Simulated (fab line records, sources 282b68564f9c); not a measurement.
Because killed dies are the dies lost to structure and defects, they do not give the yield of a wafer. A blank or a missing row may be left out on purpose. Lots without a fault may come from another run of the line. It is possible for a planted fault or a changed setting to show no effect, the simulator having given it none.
fab line records + flow rit_cmos
record:
- lots: 6
- wafers: 18
- last_day: 7
route steps=202 shown ACTIVE@1
lots untouched by any fault: they come from a run of this same line in which no faults occurred
start_h: hours from the record's first day to the start of the lot's first wafer shown + wait_h: hours elapsed since this lot's preceding step + " as in the row above + L1.1+2: a single row standing in for several wafers + - no value, or no start was given + * or withheld: withheld + < > ~ a bound
route shown NAME@n: a module of which the file shows steps, and the number in the route of the first + usual: average and standard deviation across the fault-free wafers + same: alike in all rows + chamber/n: place in a boat + sites: per-site readings + _std_site: their standard deviation + _edge_site: the outer-site mean with the inner-site mean subtracted + radius_mm: how far each site lies from the wafer's centre + mask NAME#n: copy n + behind: the last tool/chamber to shape the wafer + hold: the reason the lot was held/the length of the hold in hours/how it ended + device: whichever transistor did not switch (one of n, p or np) + end of line: the route-end tests of the same wafers + a step without rows: its recipe alone + killed: count of dies lost to structure and defects at first sort (not the wafer's yield) + map: a wafer's dies, marking killed ones x, the rest . and places with no die _
set.NAME: the setting the step ran with; set.NAME@STEP: the setting that earlier step ran with + model.NAME: the simulator's own value behind a step, which no gauge read
certain route steps with their lots: each step a table, each wafer a row
services: the hour from which a tool's chamber was out of use, counted from the record's first day as start_h (under 0 if before that day), plus the number of hours and why
== steps ==
step: RIT_ACTIVE_BOW_MEAS_00
recipe:
- mode: bow
usual:
- INCOMING_BOW: 0/6.6
| lot.wafer | tool          | chamber | start_h | wait_h | INCOMING_BOW[um] |
|-----------|---------------|---------|---------|--------|------------------|
| L588.3    | film_metro-01 | -       | 45.04   | -      | 1                |
| L588.4    | "             | -       | "       | "      | 5                |
| L588.6    | "             | -       | "       | "      | 6                |
| L590.1    | film_metro-02 | -       | 55.00   | -      | 4                |
| L590.3    | "             | -       | "       | "      | -2               |
| L590.4    | "             | -       | "       | "      | -12              |
| L591.2    | film_metro-01 | -       | 60.02   | -      | -5               |
| L591.4    | "             | -       | "       | "      | -15              |
| L591.6    | "             | -       | "       | "      | 0                |
| L595.1    | film_metro-04 | -       | 80.00   | -      | -5               |
| L595.4    | "             | -       | "       | "      | -4               |
| L595.5    | "             | -       | "       | "      | -1               |
| L598.3    | film_metro-02 | -       | 95.04   | -      | 5                |
| L598.4    | "             | -       | "       | "      | 1                |
| L598.6    | "             | -       | "       | "      | -9               |
| L602.1    | film_metro-04 | -       | 115.00  | -      | -8               |
| L602.4    | "             | -       | "       | "      | -2               |
| L602.5    | "             | -       | "       | "      | -6               |
step: RIT_ACTIVE_OXIDATION_01
recipe:
- temp_c: 1000
- ambient: O2
- target_thk_a: 468
- ox_time_s: 3360
usual:
- ox_temp_c: 999.9/0.41
- ox_temp_c_max: 1005.5/2
- spike_tc_centre_C: 1002.9/1.1
- zone_power_centre_pct: 49/3.3
- zone_power_load_pct: 32.7/2
| lot.wafer | tool       | chamber | start_h | wait_h | ox_temp_c | ox_temp_c_max | spike_tc_centre_C | zone_power_centre_pct | zone_power_load_pct |
|-----------|------------|---------|---------|--------|-----------|---------------|-------------------|-----------------------|---------------------|
| L588.3    | furnace-03 | 0       | 45.12   | 0.1    | 1000.1    | 1004.4        | 1003.3            | 45                    | 29.8                |
| L588.4    | "          | 0       | "       | "      | 999.9     | 1003.0        | 1003.6            | 45                    | 29.7                |
| L588.6    | "          | 0       | "       | "      | 999.5     | 1004.8        | 1003.9            | 46                    | 29.6                |
| L590.1    | furnace-01 | -       | 55.12   | 0.1    | -         | -             | -                 | -                     | -                   |
| L590.3    | "          | -       | "       | "      | -         | -             | -                 | -                     | -                   |
| L590.4    | "          | -       | "       | "      | -         | -             | -                 | -                     | -                   |
| L591.2    | furnace-04 | -       | 60.12   | 0.1    | -         | -             | -                 | -                     | -                   |
| L591.4    | "          | -       | "       | "      | -         | -             | -                 | -                     | -                   |
| L591.6    | "          | -       | "       | "      | -         | -             | -                 | -                     | -                   |
| L595.1    | furnace-04 | 0       | 80.12   | 0.1    | 999.8     | 1005.5        | 1002.7            | 53                    | 33.8                |
| L595.4    | "          | 0       | "       | "      | 999.4     | 1005.2        | 1003.7            | 52                    | 33.8                |
| L595.5    | "          | 0       | "       | "      | 999.3     | 1004.1        | 1000.6            | 53                    | 34.0                |
| L598.3    | furnace-03 | 0       | 95.48   | 0.4    | 1000.2    | 1004.4        | 1002.3            | 45                    | 29.3                |
| L598.4    | "          | 0       | "       | "      | 1000.7    | 1004.1        | 1003.3            | 46                    | 29.4                |
| L598.6    | "          | 0       | "       | "      | 999.6     | 1003.1        | 1002.5            | 45                    | 29.5                |
| L602.1    | furnace-03 | 0       | 115.12  | 0.1    | 999.9     | 1002.9        | 1003.1            | 45                    | 29.6                |
| L602.4    | "          | 0       | "       | "      | 1000.5    | 1005.6        | 1003.7            | 46                    | 29.6                |
| L602.5    | "          | 0       | "       | "      | 1000.3    | 1003.4        | 1002.6            | 44                    | 29.5                |
step: RIT_ACTIVE_CVD_03
recipe:
- material: Si3N4
- target_thk_nm: 150
- temp_c: 810
- precursor: SiH2Cl2/NH3
- time_s: 1500
- pressure_mtorr: 300
- sih2cl2_flow_sccm: 60
- nh3_flow_sccm: 150
== services ==
| tool       | chamber | start_h | hours | kind |
|------------|---------|---------|-------|------|
| furnace-03 | -       | 33.56   | 3.5   | pm   |
| furnace-01 | -       | 68.80   | 6.1   | pm   |
| furnace-01 | -       | 99.25   | 3.4   | pm   |
| furnace-01 | -       | 105.24  | 3.0   | pm   |
== key ==
first_sign:
- step: RIT_ACTIVE_OXIDATION_01
- reading: tool_record
- direction: missing
effect none on later readings
met_at RIT_ACTIVE_OXIDATION_01
struck_wafers L590.1,L590.3,L590.4,L591.2,L591.4,L591.6
later_rows_left_out L590.1,L590.3,L590.4,L591.2,L591.4,L591.6
sort_left_out L590.1,L590.3,L590.4,L591.2,L591.4,L591.6
tester_left_out L590,L591
fault:
- kind: skipped_step_whole
- tool: furnace-01,furnace-04
- chamber: -
- onset_h: 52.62
- steps: RIT_ACTIVE_OXIDATION_01
- scope: struck_lots_only
tester_left_out: of these lots the tester's yield and bins aren't shown, on N5 and GAA mostly nor the transistor test; their killed dies are dies lost to structure and defects alone, not to doping, threshold or leakage, so they don't give the yield
sort_left_out: the simulated sort isn't trusted on such a fault, so these wafers' sort isn't shown, and their yield isn't known
later_rows_left_out: the simulator's readings of these wafers behind a module that went badly wrong aren't trusted and aren't shown, but for the sort
